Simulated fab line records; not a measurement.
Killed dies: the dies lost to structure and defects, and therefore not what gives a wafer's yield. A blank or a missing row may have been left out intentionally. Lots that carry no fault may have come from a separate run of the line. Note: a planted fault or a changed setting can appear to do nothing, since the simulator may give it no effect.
Matching of chambers -- flow ritCmos -- RIT_GATE_ETCH_19 on rieSi-01: 4 sister chambers
The step etches poly-Si in SF6/CHF3/O2, stops on SiO2, time 165 s, target depth 312.5 nm. 7 wafers are shown with their chamber, then 7 later ones without.

== WAFERS, EACH WITH ITS CHAMBER ==
wafer,chamber,drypumpMotorCurrentA (A),throttleValvePct (%)
L309.3,0,6.10,9.94
L309.5,3,5.43,10.06
L316.1,1,5.79,10.27
L316.4,2,6.34,10.24
L316.5,1,5.79,10.26
L318.2,0,6.09,9.95
L318.3,2,6.34,10.25

== WAFERS WITH NO CHAMBER GIVEN ==
wafer,drypumpMotorCurrentA (A),throttleValvePct (%)
L318.6,6.10,9.96
L326.1,5.44,10.06
L326.2,6.34,10.24
L326.5,6.35,10.22
L330.1,5.45,10.07
L330.5,5.79,10.27
L330.6,6.32,10.24

== EACH ONE'S CHAMBER ==
wafer,from the rows above,in truth
L318.6,0,0
L326.1,3,3
L326.2,2,2
L326.5,2,2
L330.1,3,3
L330.5,1,1
L330.6,2,2
Placed correctly: 7 of 7. Left unplaced by these rows: 0. Placed wrongly: 0.
How it was worked out, from the rows above alone: a wafer's distance from a chamber is the root of the sum, over the readings, of the square of ((its reading less the chamber's mean) divided by the reading's scatter). The wafer belongs to the nearest chamber; if the next one is less than 2 further off, it can't be placed. A chamber's mean is the mean of its shown wafers. The scatter: the root of (the sum of the squares of (reading less its chamber's mean) over the shown wafers, divided by (wafers less chambers)).
